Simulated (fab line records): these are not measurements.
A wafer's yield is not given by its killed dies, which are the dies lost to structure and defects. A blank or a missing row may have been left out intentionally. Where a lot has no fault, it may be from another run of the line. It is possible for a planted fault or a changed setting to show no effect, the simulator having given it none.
fab line records ; flow ritCmos
record: lots: 14; wafers: 42; lastDay: 7
route steps=202 shown NWELL@33
lots that met no fault: from a run of the same line without faults
startH: start of the lot's first displayed wafer, in hours after the record's first day ; waitH: time in hours since the lot's previous step ; " as in the row above ; L1.1+2: a row that stands for several wafers ; - either no value or no given start ; * or withheld: withheld ; < > ~ a bound
route shown NAME@n: names a module that has steps shown in the file, with the first one's number in the route ; usual: mean/standard deviation of fault-free wafers ; same: alike in all rows ; chamber/n: place in a boat ; sites: readings site by site ; _std_site: standard deviation of those values ; _edge_site: mean of outer sites minus mean of inner sites ; radiusMm: for every site, how far away it sits from the centre of the wafer ; mask NAME#n: copy n ; behind: tool/chamber where the wafer was last shaped ; hold: what put the lot on hold/how long, in hours/how the hold closed ; device: the transistor (n, p or np) that didn't switch ; end of line: tests run on the same wafers once the route is complete ; step lacking rows: just its recipe ; killed: the dies lost at the first sort to structure and to defects; this is not the yield of the wafer ; map: a wafer's dies, x killed, . not, _ none there
set.NAME: the run value of the setting; set.NAME@STEP: its run value at that earlier step ; model.NAME: the simulator's own value behind a step, which no gauge read
one table for each step of the route and one row for each wafer, over a sample of lots
== steps ==
step: RIT_NWELL_DEVELOP_05
recipe: resist: NOVOLAK; developTimeS: 68; devTempC: 23
lot.wafer;tool;chamber;startH;waitH
L896.2+3+4;lithoTrack-03;0;26;-
L897.2+3+4;lithoTrack-01;0;30;-
L898.1+2+5;lithoTrack-03;0;36;-
L899.1+3+6;lithoTrack-01;0;39;-
L900.1+3+6;lithoTrack-03;0;46;-
L902.3+4+6;lithoTrack-03;0;55;-
L903.3+4+6;lithoTrack-03;0;60;-
L904.3+4+5;lithoTrack-01;0;65;-
L905.2+4+5;lithoTrack-01;0;70;-
L912.1+2+5;lithoTrack-02;0;105;-
L914.3+4+5;lithoTrack-01;0;116;-
L915.4+5+6;lithoTrack-02;0;122;-
L916.3+5+6;lithoTrack-02;0;125;-
L917.1+4+5;lithoTrack-02;0;130;-
step: RIT_NWELL_TW_MEAS_10
usual: NWELL_TW: 2149/13
lot.wafer;tool;chamber;startH;waitH;NWELL_TW
L896.2;filmMetro-03;-;27.02;0.1;2170
L896.3;filmMetro-03;-;27.02;0.1;2155
L896.4;filmMetro-03;-;27.02;0.1;2170
L897.2;filmMetro-01;-;30.93;0.1;2133
L897.3;filmMetro-01;-;30.93;0.1;2135
L897.4;filmMetro-01;-;30.93;0.1;2139
L898.1;filmMetro-02;-;36.84;0.1;2158
L898.2;filmMetro-02;-;36.84;0.1;2152
L898.5;filmMetro-02;-;36.84;0.1;2162
L899.1;filmMetro-01;-;40.77;0.1;2147
L899.3;filmMetro-01;-;40.77;0.1;2137
L899.6;filmMetro-01;-;40.77;0.1;2136
L900.1;filmMetro-01;-;47.64;0.1;2130
L900.3;filmMetro-01;-;47.64;0.1;2130
L900.6;filmMetro-01;-;47.64;0.1;2131
L902.3;filmMetro-02;-;56.33;0.1;2093
L902.4;filmMetro-02;-;56.33;0.1;2095
L902.6;filmMetro-02;-;56.33;0.1;2097
L903.3;filmMetro-02;-;61.34;0.1;2088
L903.4;filmMetro-02;-;61.34;0.1;2097
L903.6;filmMetro-02;-;61.34;0.1;2080
L904.3;filmMetro-02;-;65.82;0.1;2152
L904.4;filmMetro-02;-;65.82;0.1;2149
L904.5;filmMetro-02;-;65.82;0.1;2149
L905.2;filmMetro-03;-;70.81;0.1;2167
L905.4;filmMetro-03;-;70.81;0.1;2159
L905.5;filmMetro-03;-;70.81;0.1;2157
L912.1;filmMetro-03;-;106.75;0.1;2179
L912.2;filmMetro-03;-;106.75;0.1;2170
L912.5;filmMetro-03;-;106.75;0.1;2173
L914.3;filmMetro-01;-;117.46;0.1;2143
L914.4;filmMetro-01;-;117.46;0.1;2155
L914.5;filmMetro-01;-;117.46;0.1;2144
L915.4;filmMetro-01;-;123.41;0.1;2135
L915.5;filmMetro-01;-;123.41;0.1;2135
L915.6;filmMetro-01;-;123.41;0.1;2138
L916.3;filmMetro-02;-;126.45;0.1;2134
L916.5;filmMetro-02;-;126.45;0.1;2136
L916.6;filmMetro-02;-;126.45;0.1;2148
L917.1;filmMetro-03;-;130.86;0.1;2167
L917.4;filmMetro-03;-;130.86;0.1;2153
L917.5;filmMetro-03;-;130.86;0.1;2160
== key ==
firstSign: step: RIT_NWELL_TW_MEAS_10; reading: NWELL_TW; direction: down; sigmas: 4.3; usual: 2149; struck: 2092
effect none on later readings
metAt RIT_NWELL_DEVELOP_05
struckLots L902,L903
testerLeftOut L902,L903
onsetBetween 46 55
fault: kind: processParameterDrift; tool: lithoTrack-03; chamber: -; onsetH: 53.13; steps: RIT_NWELL_DEVELOP_05; channel: developTimeS; offset: *; shape: step; endH: 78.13; actsIn: *; stated: *
testerLeftOut: of these lots the tester's yield and bins aren't shown, on N5 and GAA mostly nor the transistor test; their killed dies are dies lost to structure and defects alone, not to doping, threshold or leakage, so they don't give the yield
